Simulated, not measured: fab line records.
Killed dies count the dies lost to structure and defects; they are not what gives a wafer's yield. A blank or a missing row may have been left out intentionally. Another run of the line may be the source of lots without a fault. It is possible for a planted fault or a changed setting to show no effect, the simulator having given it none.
Which tool was responsible? | flow berkeley-cmos170 | Sampling: 13 lots, 39 wafers, 2 of 331 route steps

WHAT THE GAUGES READ, wafer by wafer
UCB170_CONTACT_CD_MEAS_15: the cd target is 700 nm. Usual: 699.9 nm for cd-nm, sd 1.4.
lot  | measured     | on        | cd-nm (nm)        | flag
L854 | day 6 17:14  | cd-sem-01 | 699.0 699.6 697.7 |
L855 | day 7 06:53  | cd-sem-01 | 701.0 701.3 701.3 |
L856 | day 7 07:09  | cd-sem-02 | 701.9 703.0 701.8 |
L858 | day 7 16:56  | cd-sem-02 | 698.7 698.5 698.4 |
L857 | day 7 17:04  | cd-sem-01 | 697.3 697.6 698.4 |
L860 | day 8 05:44  | cd-sem-02 | 701.5 702.1 701.4 |
L863 | day 8 12:34  | cd-sem-01 | 699.5 699.6 699.7 |
L866 | day 9 06:12  | cd-sem-01 | 749.9 749.6 750.2 | OFF
L873 | day 10 17:55 | cd-sem-01 | 698.3 699.5 698.1 |
L875 | day 11 01:16 | cd-sem-01 | 701.9 700.8 703.5 |
L877 | day 11 03:09 | cd-sem-01 | 699.0 697.8 699.5 |
L876 | day 11 03:31 | cd-sem-01 | 701.7 701.6 700.9 |
L874 | day 11 03:42 | cd-sem-01 | 699.6 699.6 701.0 |

WHICH TOOL RAN EACH LOT (tool, then ch and the chambers of the sampled wafers, then the start)
lot  | UCB170_CONTACT_EXPOSE_12
L854 | krf-scanner-02 ch 0, day 6 16:49
L855 | krf-scanner-01 ch 0, day 7 06:04
L856 | krf-scanner-02 ch 0, day 7 06:44
L858 | krf-scanner-02 ch 0, day 7 16:31
L857 | krf-scanner-02 ch 0, day 7 16:40
L860 | krf-scanner-02 ch 0, day 8 05:02
L863 | krf-scanner-01 ch 0, day 8 12:01
L866 | krf-scanner-02 ch 0, day 9 05:49
L873 | krf-scanner-02 ch 0, day 10 17:08
L875 | krf-scanner-01 ch 0, day 11 00:25
L877 | krf-scanner-01 ch 0, day 11 02:46
L876 | krf-scanner-01 ch 0, day 11 03:01
L874 | krf-scanner-01 ch 0, day 11 03:11
- UCB170_CONTACT_EXPOSE_12: exposes mask CONT, target cd 700 nm.

WHAT THE TOOLS THEMSELVES READ (means of the sampled wafers that have a number; where no wafer has one, the mark that the record gives instead)
The record holds no such reading with a usual standard deviation.

THE ANSWER, worked out from the rows above alone
Rule: a lot is off if the mean of its wafers that have a number lies more than 3 standard deviations from the usual mean. A lot without any number at a reading at which 4 lots or more have one is off too. The other lots that the step has rows for count as sound. First the gauges in route order, then the tools' own readings, where a lot's mean is used as printed above. At the first step where some lot is off, the reading lying furthest off is the one used; lots without a number count as furthest.
Off: L866, at UCB170_CONTACT_CD_MEAS_15 (cd-nm).
If a tool, at a process step before that reading, ran all the lots that are off and no sound lot after the first of them, it fits. The gauges at UCB170_CONTACT_CD_MEAS_15 are tried like those tools. None of those tried fits.

WHAT THE SIMULATOR HAD PUT IN
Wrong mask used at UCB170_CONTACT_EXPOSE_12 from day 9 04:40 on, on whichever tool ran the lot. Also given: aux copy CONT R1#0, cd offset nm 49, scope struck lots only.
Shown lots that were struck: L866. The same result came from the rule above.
